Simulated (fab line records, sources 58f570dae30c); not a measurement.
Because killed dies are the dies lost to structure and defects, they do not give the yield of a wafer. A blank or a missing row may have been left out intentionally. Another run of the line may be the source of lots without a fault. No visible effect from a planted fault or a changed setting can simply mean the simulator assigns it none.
Split-lot study + flow berkeley cmos170 + 23 wafers read from 5 lots, route of 331 steps

## THE SPLIT ITSELF
At UCB170_NSD_EXPOSE_03 (exposes mask NSELECT MOD, target cd 1200 nm), the setting dose mj was moved away from the recipe's 30 on 5 of the 23 wafers read, by +6.5% to +6.8%. The other wafers ran this setting at the recipe's value.

## FROM THE SPLIT TO THE READING: what the file shows between them, 2 steps
- UCB170_NSD_PEB_04
- UCB170_NSD_DEVELOP_05: develop time 45 s

## THE READING
At UCB170_NSD_CD_MEAS_06: cd nm in nanometres, against a target cd of 1200 nm. A value of 1200.0 nm with a standard deviation of 1.5 nm is what fault-free wafers of this fab line usually give.

| wafer  | tool, chamber at the split | dose mj as run | against the recipe | cd nm, nm | against lot-mates on the recipe |
|--------|----------------------------|----------------|--------------------|-----------|---------------------------------|
| L076.1 | krf scanner-02, 0          | 30             | recipe             | 1200.5    | -                               |
| L076.2 | krf scanner-02, 0          | 30             | recipe             | 1200.5    | -                               |
| L076.3 | krf scanner-02, 0          | 30             | recipe             | 1200.4    | -                               |
| L076.4 | krf scanner-02, 0          | 30             | recipe             | 1200.2    | -                               |
| L076.5 | krf scanner-02, 0          | 30             | recipe             | 1198.6    | -                               |
| L077.2 | krf scanner-02, 0          | 31.94          | +6.5%              | 1209.9    | +11.5                           |
| L077.3 | krf scanner-02, 0          | 31.94          | +6.5%              | 1209.5    | +11.0                           |
| L077.4 | krf scanner-02, 0          | 31.94          | +6.5%              | 1207.6    | +9.1                            |
| L077.5 | krf scanner-02, 0          | 30             | recipe             | 1198.7    | -                               |
| L077.6 | krf scanner-02, 0          | 30             | recipe             | 1198.2    | -                               |
| L078.2 | krf scanner-02, 0          | 32.03          | +6.8%              | 1212.2    | +12.2                           |
| L078.3 | krf scanner-02, 0          | 32.03          | +6.8%              | 1213.0    | +13.0                           |
| L078.4 | krf scanner-02, 0          | 30             | recipe             | 1200.8    | -                               |
| L078.5 | krf scanner-02, 0          | 30             | recipe             | 1198.8    | -                               |
| L078.6 | krf scanner-02, 0          | 30             | recipe             | 1200.4    | -                               |
| L080.1 | krf scanner-01, 0          | 30             | recipe             | 1200.4    | -                               |
| L080.2 | krf scanner-01, 0          | 30             | recipe             | 1200.1    | -                               |
| L080.3 | krf scanner-01, 0          | 30             | recipe             | 1201.0    | -                               |
| L080.4 | krf scanner-01, 0          | 30             | recipe             | 1199.2    | -                               |
| L080.6 | krf scanner-01, 0          | 30             | recipe             | 1200.2    | -                               |
| L081.2 | krf scanner-02, 0          | 30             | recipe             | 1201.1    | -                               |
| L081.3 | krf scanner-02, 0          | 30             | recipe             | 1201.1    | -                               |
| L081.6 | krf scanner-02, 0          | 30             | recipe             | 1201.0    | -                               |

FIT RESULTS
A straight line over all 23 wafers: cd nm changes by +1.58 nm for each +1% of dose mj; r = +0.97; the points scatter about the line by 1.2 nm.
The same after taking each lot's own level away (the mean of its wafers on the recipe; 23 wafers): +1.73 nm for each +1%; r = +0.99; scatter 0.78 nm.
The reading moves by 12 nm for the largest change in dose mj, on that fit.
Across the lots, their own levels run from 1198.45 to 1201.07 nm, a range of 1.7 times the standard deviation given above.
The two slopes are in agreement: the lot-to-lot level therefore moves the slope only a little.
Check: with one of the wafers moved furthest among these (+6.8%) left out of the fit, the line predicts +11.6 nm for it against its lot-mates. It came out at +12.2 nm against them.

## FILE'S OWN FIT
cd nm changes by +1.75 nm for each +1% of dose mj, r = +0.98.
